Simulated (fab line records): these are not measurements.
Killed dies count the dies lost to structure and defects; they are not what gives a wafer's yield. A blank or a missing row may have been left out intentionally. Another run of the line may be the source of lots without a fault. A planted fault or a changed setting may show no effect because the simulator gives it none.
Split-lot study || flow berkeley cmos170 || 23 wafers read from 5 lots, route of 331 steps

SPLIT DETAILS
At UCB170_V2_COAT_07 (resist thk 900 nm), the setting resist thk nm was moved away from the recipe's 900 nm on 11 of the 23 wafers read, by -3.1% to +2.4%. For the rest of the wafers, this setting stayed at what the recipe calls for.

Reading taken at the split's own step.

THE READING
KrF_of_V2_COAT_07.thk nm (the simulator's own value, which no gauge read), in nm, at UCB170_V2_COAT_07 (resist thk 900 nm). There is no usual value for it anywhere in the file. Average 902.2 nm, standard deviation 2.4 nm, over the 12 wafers here run with the recipe.

{"wafer": "L078.3", "tool, chamber at the split": "litho track-03, 0", "resist thk nm as run, nm": 900, "against the recipe": "recipe", "KrF_of_V2_COAT_07.thk nm, nm": 905, "against lot-mates on the recipe": "-"}
{"wafer": "L078.4", "tool, chamber at the split": "litho track-03, 0", "resist thk nm as run, nm": 900, "against the recipe": "recipe", "KrF_of_V2_COAT_07.thk nm, nm": 904.4, "against lot-mates on the recipe": "-"}
{"wafer": "L078.5", "tool, chamber at the split": "litho track-03, 0", "resist thk nm as run, nm": 900, "against the recipe": "recipe", "KrF_of_V2_COAT_07.thk nm, nm": 907.1, "against lot-mates on the recipe": "-"}
{"wafer": "L079.1", "tool, chamber at the split": "litho track-02, 0", "resist thk nm as run, nm": 900, "against the recipe": "recipe", "KrF_of_V2_COAT_07.thk nm, nm": 899.3, "against lot-mates on the recipe": "-"}
{"wafer": "L079.2", "tool, chamber at the split": "litho track-02, 0", "resist thk nm as run, nm": 921.4, "against the recipe": "+2.4%", "KrF_of_V2_COAT_07.thk nm, nm": 919.4, "against lot-mates on the recipe": "+20.2"}
{"wafer": "L079.3", "tool, chamber at the split": "litho track-02, 0", "resist thk nm as run, nm": 921.4, "against the recipe": "+2.4%", "KrF_of_V2_COAT_07.thk nm, nm": 920.8, "against lot-mates on the recipe": "+21.6"}
{"wafer": "L079.4", "tool, chamber at the split": "litho track-02, 0", "resist thk nm as run, nm": 921.4, "against the recipe": "+2.4%", "KrF_of_V2_COAT_07.thk nm, nm": 921.1, "against lot-mates on the recipe": "+22.0"}
{"wafer": "L079.6", "tool, chamber at the split": "litho track-02, 0", "resist thk nm as run, nm": 900, "against the recipe": "recipe", "KrF_of_V2_COAT_07.thk nm, nm": 899, "against lot-mates on the recipe": "-"}
{"wafer": "L080.1", "tool, chamber at the split": "litho track-03, 0", "resist thk nm as run, nm": 917.5, "against the recipe": "+1.9%", "KrF_of_V2_COAT_07.thk nm, nm": 917.2, "against lot-mates on the recipe": "+17.4"}
{"wafer": "L080.2", "tool, chamber at the split": "litho track-03, 0", "resist thk nm as run, nm": 900, "against the recipe": "recipe", "KrF_of_V2_COAT_07.thk nm, nm": 900.3, "against lot-mates on the recipe": "-"}
{"wafer": "L080.3", "tool, chamber at the split": "litho track-03, 0", "resist thk nm as run, nm": 900, "against the recipe": "recipe", "KrF_of_V2_COAT_07.thk nm, nm": 899.4, "against lot-mates on the recipe": "-"}
{"wafer": "L080.4", "tool, chamber at the split": "litho track-03, 0", "resist thk nm as run, nm": 917.5, "against the recipe": "+1.9%", "KrF_of_V2_COAT_07.thk nm, nm": 915.5, "against lot-mates on the recipe": "+15.7"}
{"wafer": "L080.6", "tool, chamber at the split": "litho track-03, 0", "resist thk nm as run, nm": 917.5, "against the recipe": "+1.9%", "KrF_of_V2_COAT_07.thk nm, nm": 919.9, "against lot-mates on the recipe": "+20.1"}
{"wafer": "L082.1", "tool, chamber at the split": "litho track-04, 0", "resist thk nm as run, nm": 900, "against the recipe": "recipe", "KrF_of_V2_COAT_07.thk nm, nm": 902.4, "against lot-mates on the recipe": "-"}
{"wafer": "L082.2", "tool, chamber at the split": "litho track-04, 0", "resist thk nm as run, nm": 900, "against the recipe": "recipe", "KrF_of_V2_COAT_07.thk nm, nm": 902.7, "against lot-mates on the recipe": "-"}
{"wafer": "L082.3", "tool, chamber at the split": "litho track-04, 0", "resist thk nm as run, nm": 871.7, "against the recipe": "-3.1%", "KrF_of_V2_COAT_07.thk nm, nm": 872.1, "against lot-mates on the recipe": -30.4}
{"wafer": "L082.4", "tool, chamber at the split": "litho track-04, 0", "resist thk nm as run, nm": 871.7, "against the recipe": "-3.1%", "KrF_of_V2_COAT_07.thk nm, nm": 872.6, "against lot-mates on the recipe": -29.9}
{"wafer": "L082.6", "tool, chamber at the split": "litho track-04, 0", "resist thk nm as run, nm": 871.7, "against the recipe": "-3.1%", "KrF_of_V2_COAT_07.thk nm, nm": 871.5, "against lot-mates on the recipe": -31.0}
{"wafer": "L085.1", "tool, chamber at the split": "litho track-02, 0", "resist thk nm as run, nm": 882.9, "against the recipe": "-1.9%", "KrF_of_V2_COAT_07.thk nm, nm": 883.2, "against lot-mates on the recipe": -19.0}
{"wafer": "L085.2", "tool, chamber at the split": "litho track-02, 0", "resist thk nm as run, nm": 900, "against the recipe": "recipe", "KrF_of_V2_COAT_07.thk nm, nm": 903.1, "against lot-mates on the recipe": "-"}
{"wafer": "L085.3", "tool, chamber at the split": "litho track-02, 0", "resist thk nm as run, nm": 900, "against the recipe": "recipe", "KrF_of_V2_COAT_07.thk nm, nm": 901.9, "against lot-mates on the recipe": "-"}
{"wafer": "L085.5", "tool, chamber at the split": "litho track-02, 0", "resist thk nm as run, nm": 882.9, "against the recipe": "-1.9%", "KrF_of_V2_COAT_07.thk nm, nm": 883.1, "against lot-mates on the recipe": -19.1}
{"wafer": "L085.6", "tool, chamber at the split": "litho track-02, 0", "resist thk nm as run, nm": 900, "against the recipe": "recipe", "KrF_of_V2_COAT_07.thk nm, nm": 901.7, "against lot-mates on the recipe": "-"}

FIT RESULTS
A straight line over all 23 wafers: KrF_of_V2_COAT_07.thk nm changes by +8.83 nm for each +1% of resist thk nm; r = +0.99; the points scatter about the line by 2.3 nm.
The same after taking each lot's own level away (the mean of its wafers on the recipe; 23 wafers): +9.43 nm for each +1%; r = +1.00; scatter 1.1 nm.
Per that fit: largest resist thk nm move, reading shift of 30 nm.
Across the lots, their own levels run from 899.15 to 905.50 nm, a range of 2.7 times the standard deviation given above.
The two slopes agree, so the slope changes little with the lot-to-lot level.
Check: for one of the wafers moved furthest among these (-3.1%), held out of the fit, the line's prediction against its lot-mates is -30 nm. Against them it came out at -30.4 nm.

OTHER SPLITS ON THESE WAFERS
Before the reading, these wafers also passed through other splits. Each is held against what the fit with the lots' levels taken away leaves over:
{"other split on the same wafers": "UCB170_CONTACT_EXPOSE_12 dose mj", "wafers away from the commonest value": 7, "r with KrF_of_V2_COAT_07.thk nm (lot level and that fit taken away)": -0.19}
{"other split on the same wafers": "UCB170_M1_SPUTTER_00 time s", "wafers away from the commonest value": 8, "r with KrF_of_V2_COAT_07.thk nm (lot level and that fit taken away)": "+0.33"}
{"other split on the same wafers": "UCB170_M1_COAT_04 resist thk nm", "wafers away from the commonest value": 12, "r with KrF_of_V2_COAT_07.thk nm (lot level and that fit taken away)": -0.02}
{"other split on the same wafers": "UCB170_V1_PEB_10 peb temp c", "wafers away from the commonest value": 8, "r with KrF_of_V2_COAT_07.thk nm (lot level and that fit taken away)": -0.13}

THE FILE'S OWN FIT
KrF_of_V2_COAT_07.thk nm changes by +9.47 nm for each +1% of resist thk nm, r = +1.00.
